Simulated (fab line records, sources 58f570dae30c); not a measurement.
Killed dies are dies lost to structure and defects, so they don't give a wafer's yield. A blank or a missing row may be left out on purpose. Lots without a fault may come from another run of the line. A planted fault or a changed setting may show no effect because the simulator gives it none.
Which tool did it? | flow berkeley_cmos170 | 15 lots, 45 wafers sampled, at 6 steps of a route of 331

WHAT THE GAUGES READ, wafer by wafer
UCB170_GATE_CD_MEAS_90: target cd 350 nm. Usual: cd_nm 350.4 nm, standard deviation 1.6.
lot  | measured     | on        | cd_nm (nm)        | flag
L141 | day 7 00:22  | cd_sem-01 | 350.0 350.7 350.5 |
L142 | day 7 20:19  | cd_sem-02 | 351.7 352.9 351.9 |
L143 | day 7 20:36  | cd_sem-01 | 349.4 347.4 349.5 |
L144 | day 8 06:10  | cd_sem-02 | 353.3 351.5 352.5 |
L145 | day 8 06:22  | cd_sem-01 | 355.2 351.3 352.9 |
L146 | day 8 06:01  | cd_sem-01 | 348.0 347.3 348.9 |
L148 | day 9 03:56  | cd_sem-02 | 350.5 348.4 349.6 |
L149 | day 9 22:57  | cd_sem-01 | 350.8 349.7 351.2 |
L150 | day 9 23:11  | cd_sem-01 | 350.6 350.7 352.2 |
L151 | day 9 22:46  | cd_sem-02 | 349.7 350.2 349.3 |
L152 | day 9 23:04  | cd_sem-01 | - - -             | OFF
L153 | day 9 23:21  | cd_sem-02 | - - -             | OFF
L154 | day 9 22:53  | cd_sem-02 | - - -             | OFF
L163 | day 12 00:44 | cd_sem-01 | 349.2 349.3 350.8 |
L164 | day 12 00:31 | cd_sem-01 | 348.9 349.4 349.4 |

UCB170_M3_BOW_MEAS_20. Usual: M3_BOW 36 um, standard deviation 6.9.
lot  | measured     | on            | M3_BOW (um) | flag
L141 | day 8 19:55  | film_metro-02 | 31 34 41    |
L142 | day 9 11:20  | film_metro-02 | 23 28 44    |
L143 | day 9 09:14  | film_metro-02 | 43 44 45    |
L144 | day 9 17:59  | film_metro-03 | 41 36 38    |
L145 | day 9 20:21  | film_metro-03 | 28 41 52    |
L146 | day 9 16:54  | film_metro-04 | 41 21 28    |
L148 | day 10 20:46 | film_metro-04 | 41 36 36    |
L149 | day 11 19:40 | film_metro-04 | 43 37 39    |
L150 | day 11 22:08 | film_metro-02 | 39 34 50    |
L151 | day 11 21:05 | film_metro-04 | 50 39 38    |
L163 | day 13 14:10 | film_metro-02 | 32 37 36    |
L164 | day 13 13:45 | film_metro-02 | 32 42 38    |

WHICH TOOL RAN EACH LOT (tool, then ch and the chambers of the sampled wafers, then the start)
lot  | UCB170_ZERO_STRIP_07                | UCB170_GATE_ETCH_14                | UCB170_GATE_ETCH_15             | UCB170_M3_STRIP_19
L141 | plasma_asher-04 ch 0,1, day 2 00:44 | rie_diel-04 ch 1,2, day 7 00:04    | rie_si-01 ch 0,3, day 7 00:06   | plasma_asher-04 ch 0,1, day 8 19:40
L142 | plasma_asher-04 ch 0,1, day 2 02:44 | rie_diel-03 ch 1,2, day 7 20:07    | rie_si-01 ch 0,1,3, day 7 20:10 | plasma_asher-03 ch 0,1, day 9 11:05
L143 | plasma_asher-04 ch 0,1, day 2 04:24 | rie_diel-01 ch 1,2,3, day 7 20:23  | rie_si-02 ch 0,3, day 7 20:26   | plasma_asher-03 ch 0,1, day 9 08:59
L144 | plasma_asher-04 ch 0,1, day 2 10:16 | rie_diel-01 ch 0,1, day 8 05:59    | rie_si-02 ch 0,1, day 8 06:02   | plasma_asher-03 ch 0,1, day 9 17:46
L145 | plasma_asher-02 ch 0,1, day 2 22:26 | rie_diel-03 ch 1,2,3, day 8 06:10  | rie_si-01 ch 1,2,3, day 8 06:12 | plasma_asher-04 ch 0, day 9 20:07
L146 | plasma_asher-01 ch 0,1, day 2 22:43 | rie_diel-01 ch 2,3, day 8 05:49    | rie_si-01 ch 0,2, day 8 05:52   | plasma_asher-04 ch 0,1, day 9 16:41
L148 | plasma_asher-01 ch 0,1, day 3 10:23 | rie_diel-03 ch 0,1,3, day 9 03:44  | rie_si-01 ch 0,1,3, day 9 03:47 | plasma_asher-04 ch 0,1, day 10 20:32
L149 | plasma_asher-01 ch 0,1, day 3 21:54 | rie_diel-03 ch 0,3, day 9 22:44    | rie_si-01 ch 1,2,3, day 9 22:47 | plasma_asher-04 ch 0,1, day 11 19:26
L150 | plasma_asher-02 ch 0, day 3 22:01   | rie_diel-01 ch 0,2, day 9 22:58    | rie_si-01 ch 0,1,2, day 9 23:00 | plasma_asher-02 ch 0, day 11 21:53
L151 | plasma_asher-04 ch 0,1, day 4 05:26 | rie_diel-03 ch 0,1,3, day 9 22:34  | rie_si-01 ch 1,2, day 9 22:37   | plasma_asher-03 ch 0,1, day 11 20:47
L152 | plasma_asher-01 ch 0,1, day 4 05:41 | rie_diel-04 ch 1,2,3, day 9 22:50  | rie_si-02 ch 0,1,3, day 9 22:53 | -
L153 | plasma_asher-02 ch 0,1, day 4 13:14 | rie_diel-03 ch 0,1,2, day 9 23:10  | rie_si-02 ch 0,2,3, day 9 23:12 | -
L154 | plasma_asher-02 ch 0,1, day 4 13:41 | rie_diel-01 ch 1,2, day 9 22:37    | rie_si-02 ch 0,1,2, day 9 22:40 | -
L163 | plasma_asher-04 ch 0,1, day 6 14:14 | rie_diel-03 ch 0,1,3, day 12 00:32 | rie_si-02 ch 1,3, day 12 00:34  | plasma_asher-04 ch 0,1, day 13 13:55
L164 | plasma_asher-04 ch 0,1, day 6 20:20 | rie_diel-04 ch 0,1,3, day 12 00:18 | rie_si-01 ch 2,3, day 12 00:20  | plasma_asher-04 ch 0,1, day 13 13:31
- UCB170_ZERO_STRIP_07: strips in O2.
- UCB170_GATE_ETCH_14: etches BARC in N2/H2.
- UCB170_GATE_ETCH_15: etches poly-Si in HBr/Cl2, stops on SiO2, time 56.3 s, target depth 278.2 nm.
- UCB170_M3_STRIP_19: strips in O2.

WHAT THE TOOLS THEMSELVES READ (means of the sampled wafers that have a number; where no wafer has one, the mark that the record gives instead)
UCB170_ZERO_STRIP_07. Usual: chamber_pressure_mTorr 3500 mTorr, standard deviation 3.1; drypump_motor_current_A 5.9 A, standard deviation 0.42; oes_product_au 0.727 a.u., standard deviation 0.0048; strip_time_to_endpoint_s 21.48 s, standard deviation 0.074.
lot  | tool            | chamber_pressure_mTorr (mTorr) | drypump_motor_current_A (A) | oes_product_au (a.u.) | strip_time_to_endpoint_s (s) | flag
L141 | plasma_asher-04 | 3499                           | 5.7                         | 0.725                 | 21.56                        |
L142 | plasma_asher-04 | 3500                           | 5.8                         | 0.726                 | 21.51                        |
L143 | plasma_asher-04 | 3500                           | 5.7                         | 0.728                 | 21.48                        |
L144 | plasma_asher-04 | 3500                           | 5.7                         | 0.724                 | 21.51                        |
L145 | plasma_asher-02 | 3501                           | 6.0                         | 0.726                 | 21.47                        |
L146 | plasma_asher-01 | 3497                           | 6.0                         | 0.730                 | 21.61                        |
L148 | plasma_asher-01 | 3503                           | 5.7                         | 0.723                 | 21.47                        |
L149 | plasma_asher-01 | 3500                           | 5.7                         | 0.729                 | 21.58                        |
L150 | plasma_asher-02 | 3499                           | 6.5                         | 0.728                 | 21.45                        |
L151 | plasma_asher-04 | 3498                           | 5.7                         | 0.723                 | 21.41                        |
L152 | plasma_asher-01 | 3499                           | 5.7                         | 0.724                 | 21.47                        |
L153 | plasma_asher-02 | 3500                           | 6.0                         | 0.722                 | 21.46                        |
L154 | plasma_asher-02 | 3500                           | 6.2                         | 0.730                 | 21.55                        |
L163 | plasma_asher-04 | 3501                           | 5.8                         | 0.729                 | 21.40                        |
L164 | plasma_asher-04 | 3498                           | 5.8                         | 0.726                 | 21.37                        |

UCB170_GATE_ETCH_14. Usual: bias_w 100.0 W, standard deviation 0.34; chamber_pressure_mTorr 30.000 mTorr, standard deviation 0.025; drypump_motor_current_A 5.5 A, standard deviation 0.39; oes_product_au 1.006 a.u., standard deviation 0.016; throttle_valve_pct 13.27 %, standard deviation 0.22.
lot  | tool        | bias_w (W) | chamber_pressure_mTorr (mTorr) | drypump_motor_current_A (A) | oes_product_au (a.u.) | throttle_valve_pct (%) | flag
L141 | rie_diel-04 | 100.1      | 30.015                         | 6.2                         | 1.007                 | 13.52                  |
L142 | rie_diel-03 | 100.3      | 30.003                         | 5.2                         | 1.022                 | 13.30                  |
L143 | rie_diel-01 | 100.0      | 29.996                         | 5.2                         | 1.001                 | 13.39                  |
L144 | rie_diel-01 | 100.2      | 29.986                         | 5.6                         | 1.000                 | 13.07                  |
L145 | rie_diel-03 | 100.2      | 30.010                         | 5.5                         | 1.011                 | 13.21                  |
L146 | rie_diel-01 | 100.0      | 30.011                         | 5.0                         | 0.985                 | 13.50                  |
L148 | rie_diel-03 | 99.8       | 29.970                         | 5.6                         | 1.020                 | 13.22                  |
L149 | rie_diel-03 | 99.9       | 30.016                         | 5.5                         | 1.023                 | 13.21                  |
L150 | rie_diel-01 | 100.2      | 30.010                         | 5.3                         | 0.980                 | 13.30                  |
L151 | rie_diel-03 | 100.2      | 30.004                         | 5.6                         | 1.014                 | 13.22                  |
L152 | rie_diel-04 | -          | -                              | -                           | -                     | -                      | OFF
L153 | rie_diel-03 | -          | -                              | -                           | -                     | -                      | OFF
L154 | rie_diel-01 | -          | -                              | -                           | -                     | -                      | OFF
L163 | rie_diel-03 | 100.1      | 29.993                         | 5.6                         | 1.015                 | 13.21                  |
L164 | rie_diel-04 | 100.1      | 30.010                         | 5.6                         | 0.999                 | 13.21                  |

UCB170_GATE_ETCH_15. Usual: HBr_flow_sccm 150.0 sccm, standard deviation 0.43; bias_w 150.1 W, standard deviation 0.46; chamber_pressure_mTorr 15.002 mTorr, standard deviation 0.013; drypump_motor_current_A 5.9 A, standard deviation 0.53; oes_product_au 0.830 a.u., standard deviation 0.011; throttle_valve_pct 26.49 %, standard deviation 0.25.
lot  | tool      | HBr_flow_sccm (sccm) | bias_w (W) | chamber_pressure_mTorr (mTorr) | drypump_motor_current_A (A) | oes_product_au (a.u.) | throttle_valve_pct (%) | flag
L141 | rie_si-01 | 149.9                | 150.1      | 15.003                         | 5.2                         | 0.830                 | 26.61                  |
L142 | rie_si-01 | 149.9                | 149.6      | 15.011                         | 5.6                         | 0.835                 | 26.43                  |
L143 | rie_si-02 | 149.5                | 149.8      | 14.998                         | 6.3                         | 0.831                 | 26.46                  |
L144 | rie_si-02 | 150.2                | 150.0      | 15.007                         | 6.0                         | 0.836                 | 26.65                  |
L145 | rie_si-01 | 150.2                | 149.3      | 15.004                         | 6.2                         | 0.819                 | 26.34                  |
L146 | rie_si-01 | 150.3                | 149.9      | 15.001                         | 5.4                         | 0.830                 | 26.77                  |
L148 | rie_si-01 | 149.8                | 150.3      | 14.996                         | 5.7                         | 0.821                 | 26.44                  |
L149 | rie_si-01 | 149.8                | 150.5      | 15.002                         | 6.1                         | 0.824                 | 26.33                  |
L150 | rie_si-01 | 150.4                | 150.2      | 15.005                         | 5.8                         | 0.834                 | 26.59                  |
L151 | rie_si-01 | 149.9                | 150.0      | 14.998                         | 6.2                         | 0.819                 | 26.49                  |
L152 | rie_si-02 | 150.3                | 149.7      | 15.003                         | 6.1                         | 0.273                 | 26.47                  | OFF
L153 | rie_si-02 | 149.8                | 150.0      | 15.009                         | 5.9                         | 0.268                 | 26.44                  | OFF
L154 | rie_si-02 | 150.0                | 150.2      | 15.003                         | 5.7                         | 0.272                 | 26.61                  | OFF
L163 | rie_si-02 | 149.8                | 150.5      | 15.008                         | 6.0                         | 0.836                 | 26.32                  |
L164 | rie_si-01 | 149.8                | 150.2      | 14.995                         | 6.2                         | 0.832                 | 26.42                  |

UCB170_M3_STRIP_19. Usual: chamber_pressure_mTorr 3500 mTorr, standard deviation 3.1; drypump_motor_current_A 5.7 A, standard deviation 0.35; oes_product_au 0.542 a.u., standard deviation 0.016.
lot  | tool            | chamber_pressure_mTorr (mTorr) | drypump_motor_current_A (A) | oes_product_au (a.u.) | flag
L141 | plasma_asher-04 | 3500                           | 5.7                         | 0.556                 |
L142 | plasma_asher-03 | 3500                           | 5.3                         | 0.557                 |
L143 | plasma_asher-03 | 3499                           | 5.6                         | 0.557                 |
L144 | plasma_asher-03 | 3500                           | 5.6                         | 0.534                 |
L145 | plasma_asher-04 | 3501                           | 5.8                         | 0.568                 |
L146 | plasma_asher-04 | 3501                           | 5.7                         | 0.563                 |
L148 | plasma_asher-04 | 3499                           | 5.8                         | 0.514                 |
L149 | plasma_asher-04 | 3498                           | 5.7                         | 0.560                 |
L150 | plasma_asher-02 | 3500                           | 6.4                         | 0.532                 |
L151 | plasma_asher-03 | 3500                           | 5.6                         | 0.540                 |
L163 | plasma_asher-04 | 3502                           | 5.7                         | 0.527                 |
L164 | plasma_asher-04 | 3504                           | 5.7                         | 0.547                 |

THE ANSWER, worked out from the rows above alone
Rule: a lot is off if the mean of its wafers that have a number lies more than 3 standard deviations from the usual mean. A lot without any number at a reading at which 4 lots or more have one is off too. The other lots that the step has rows for count as sound. The gauges are gone through in route order, then the tools' own readings, and for those a lot's mean is taken as printed above. The first step at which some lot is off is used, and at that step the reading that is off furthest; a lot without a number counts as furthest.
Off: L152, L153, L154, at UCB170_GATE_CD_MEAS_90 (cd_nm). Without a number there: L152, L153, L154.
A tool fits if, at a process step before that reading, it ran every lot that is off, and no sound lot after the first of them. The gauges at UCB170_GATE_CD_MEAS_90 aren't tried: what is off there is off at UCB170_GATE_ETCH_14 too, on other tools, and a gauge's error can't cause that. None of those tried fits.

WHAT THE SIMULATOR HAD PUT IN
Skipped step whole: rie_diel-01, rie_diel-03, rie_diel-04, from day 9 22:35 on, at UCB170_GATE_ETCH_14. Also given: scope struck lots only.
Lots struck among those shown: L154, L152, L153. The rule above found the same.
